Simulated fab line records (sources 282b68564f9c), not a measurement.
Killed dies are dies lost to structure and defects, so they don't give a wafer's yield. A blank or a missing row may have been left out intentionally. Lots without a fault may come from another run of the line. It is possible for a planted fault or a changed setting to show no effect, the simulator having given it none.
Problem report, 8D (eight disciplines) form, completed by code | flow ritCmos | the parts of the form that need people (team, actions taken, sign-off) are left out

## 1. PROBLEM STATEMENT
Mean of tubeCenterTempC at RIT_GATE_OXIDATION_05: 895 C across 6 wafers in 2 lots; on wafers with no fault it is 900 C (standard deviation 0.083). Measured from the usual mean, that is -60 standard deviations.
The step: target thk 3 nm, ox time 270 s.
Seen first at day 5 11:11 on furnace-04, wafer L767.2. The record has a number at this step for 42 wafers belonging to 14 lots. By rule, "out" or "out of limits" means more than 4 standard deviations away from the usual mean. Any other wafer with a number is counted as sound.

## 2. WHAT IT IS AND WHAT IT IS NOT
question                    | is                                      | is not
which readings at this step | tubeCenterTempC, tube_center_temp_C_max | -
which lots                  | L767, L770                              | L753, L754, L755, L756, L757, L759, L760, L762, L771, L774, L775, L776
which wafers of those lots  | all that have a number                  | -
read on which tools         | furnace-04                              | furnace-01, furnace-03
when                        | from day 5 11:11                        | up to then (24 sound wafers); but 12 sound wafers of L771, L774, L775, L776 came after

## 3. WHAT RULES OUT EACH SUSPECT
Counting: a tool at any process step up to the reading remains a suspect when it ran all the lots that are out and ran no sound lot after the first of those.
- furnace-04 at RIT_GATE_OXIDATION_05 (target thk 3 nm, ox time 270 s): kept. Every lot that is out went through it, starting with L767 (day 5 11:11), and after that it ran no sound lot; the last sound lot it ran before then is L762 (day 4 10:37). Its own readings are out on those wafers: tubeCenterTempC, tube_center_temp_C_max.
The count leaves furnace-04 at RIT_GATE_OXIDATION_05.

## 4. THE CAUSE (what the simulator had put in)
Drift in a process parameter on furnace-04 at RIT_GATE_OXIDATION_05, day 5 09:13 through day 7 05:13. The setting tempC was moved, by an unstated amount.
Counting left only this tool.

## 5. SEQUENCE OF EFFECTS, ordered by route
Each row: a reading whose mean over the struck wafers that have a number lies more than 3 standard deviations from the usual. Only readings whose record carries a usual standard deviation are examined. hours: median over the lots of the time between each lot's start at the first step of this table that gives one and its start at this step. sigmas: the change, counted in usual standard deviations.
hours | step                  | reading                | usual   | on struck wafers | change | sigmas
0     | RIT_GATE_OXIDATION_05 | spikeTcCentreC         | 901.9 C | 895.8            | -6.1   | -3.8
0     | RIT_GATE_OXIDATION_05 | spikeTcSourceC         | 922.5 C | 915.3            | -7.2   | -3.4
0     | RIT_GATE_OXIDATION_05 | tubeCenterTempC        | 900 C   | 895              | -5     | -60
0     | RIT_GATE_OXIDATION_05 | tube_center_temp_C_max | 902.4   | 897.5            | -4.9   | -12
Its process steps:
- RIT_GATE_OXIDATION_05: target thk 3 nm, ox time 270 s.

## 6. HOW IT WOULD HAVE BEEN CAUGHT EARLIER
2 hours passed between the start of the fault at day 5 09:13 and the first reading out of limits in this record, taken at day 5 11:11.
